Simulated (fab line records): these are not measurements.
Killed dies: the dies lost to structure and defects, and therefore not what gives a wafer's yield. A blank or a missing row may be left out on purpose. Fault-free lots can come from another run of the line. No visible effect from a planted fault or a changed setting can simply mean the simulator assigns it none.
Comparing a struck lot with a sound one | flow berkeley cmos170 | 24 steps out of a route of 331
Sound: these wafers, L607.1, L607.2, L607.3. The struck wafers were L616.1, L616.4, L616.6. The cause comes at the end.
Each step with rows lists, per side, the tool, then ch with its chambers, then its first start. Under that, the readings that differ: sound wafers | struck wafers | difference of the means | sigmas: that difference in standard deviations of wafers without a fault.
alike: a reading whose means differ by less than 2 such deviations, as well as words and numbers matching on both sides. not compared: withheld readings; readings where some wafer has no value; bounds like >300 that might hide an equal value; numbers whose values overlap and for which the record gives no deviation.
Wherever a step has rows on one side only, a row that says differs or no value, or a row with sigmas, the two part there. Numbers that don't overlap but have no deviation are shown without sigmas and don't part them. A reading that every wafer of one side lacks parts them only if that side has two wafers or more.

UCB170_NWELL_ETCH_13: etches Si3N4 in CH3F/Ar/O2, stops on SiO2, target depth 246.4 nm, time 154 s.
  sound on rie diel-03 ch 0,1,3, day 3 14:47; struck on rie diel-03 ch 0,1, day 5 06:26
  alike: O2_flow_sccm, drypump motor current A, oes product au, throttle valve pct
  not compared: rf hours counter h
after that, 1 step had no rows for these wafers: UCB170_NWELL_IMPLANT_14.
UCB170_NWELL_STRIP_15: strips in O2.
  sound on plasma asher-04 ch 0,1, day 3 15:03; struck on plasma asher-02 ch 0,1, day 5 06:41
  alike: drypump motor current A, oes product au, strip time to endpoint s
  not compared: rf hours counter h
UCB170_NWELL_TW_MEAS_16:
  struck on film metro-01, day 5 06:47; sound on film metro-01, day 3 15:09
  alike: NWELL_TW
then, 6 steps without rows for these wafers: UCB170_NWELL_CLEAN_17 (cleans in SPM, time 600 s); UCB170_NWELL_WET_ETCH_18 (etches Si3N4 in H3PO4, time 14400 s); UCB170_NWELL_WET_ETCH_19 (etches SiO2 in BOE, time 22 s); UCB170_PWELL_CLEAN_00 (cleans in SPM, time 600 s); UCB170_PWELL_CLEAN_01 (cleans in dHF, time 60 s); UCB170_PWELL_OXIDATION_02 (target thk 26.4 nm, ox time 1260 s).
UCB170_PWELL_THK_MEAS_03:
  struck on film metro-04, day 5 18:58; sound on film metro-02, day 4 01:35
  reading              | sound          | struck         | difference | sigmas
  PWELL_OXIDE_THK (nm) | 27.9 27.5 27.9 | 26.2 26.4 25.5 | -1.7       | -3
then, 1 step without rows for these wafers: UCB170_PWELL_ANNEAL_04 (time 900 s).
UCB170_PWELL_CVD_05: deposits Si3N4 from SiH2Cl2/NH3, target thk 220 nm, time 3300 s.
  sound on lpcvd-02 ch 0, day 4 09:50; struck on lpcvd-01 ch 0, day 6 03:33
  reading               | sound             | struck            | difference | sigmas
  spike tc centre C (C) | 804.1 802.9 804.3 | 801.4 801.6 801.2 | -2.4       | -2
  alike: pressure mtorr
UCB170_PWELL_THK_MEAS_06:
  struck on film metro-02, day 6 05:30; sound on film metro-03, day 4 12:43
  reading                | sound             | struck            | difference | sigmas
  PWELL_NITRIDE_THK (nm) | 220.4 220.7 219.7 | 433.9 435.0 432.2 | +213.4     | +97
then, 6 steps without rows for these wafers: UCB170_PWELL_HMDS_07 (prime time 60 s); UCB170_PWELL_COAT_08 (resist thk 900 nm); UCB170_PWELL_SOFTBAKE_09 (time 60 s); UCB170_PWELL_EXPOSE_10 (exposes mask PWELL, target cd 3000 nm); UCB170_PWELL_PEB_11; UCB170_PWELL_DEVELOP_12 (develop time 45 s).
UCB170_PWELL_OVL_MEAS_13:
  struck on overlay-01, day 6 06:56; sound on overlay-01, day 4 14:13
  alike: PWELL_OVL
UCB170_PWELL_ETCH_14: etches Si3N4 in CH3F/Ar/O2, stops on SiO2, target depth 242 nm, time 151 s.
  sound on rie diel-03 ch 0,1,3, day 4 14:15; struck on rie diel-04 ch 0,2, day 6 06:58
  reading                  | sound             | struck            | difference | sigmas
  oes product au (a.u.)    | 0.938 0.945 0.937 | 0.999 0.996 1.004 | +0.060     | +4
  model.etch.depth nm (nm) | 220.5 220.7 219.7 | 240.2 243 241.3   | +21.2      |
  alike: O2_flow_sccm, drypump motor current A, throttle valve pct
  not compared: rf hours counter h
after that, 1 step had no rows for these wafers: UCB170_PWELL_IMPLANT_15.
-- the record jumps here: 6 days lie between the struck wafers' starts before and after (it left off in module PWELL and takes up again in module M3, whose first step shown is number 331 of the route) --
UCB170_M3_PROBE_99:
  the record has rows for the struck wafers here (prober-02, day 11 19:20) and none for the sound ones

## WHERE THEY PART
Earliest at UCB170_PWELL_THK_MEAS_03; latest, in this record, at UCB170_M3_PROBE_99.

WHY: whatever the simulator had introduced
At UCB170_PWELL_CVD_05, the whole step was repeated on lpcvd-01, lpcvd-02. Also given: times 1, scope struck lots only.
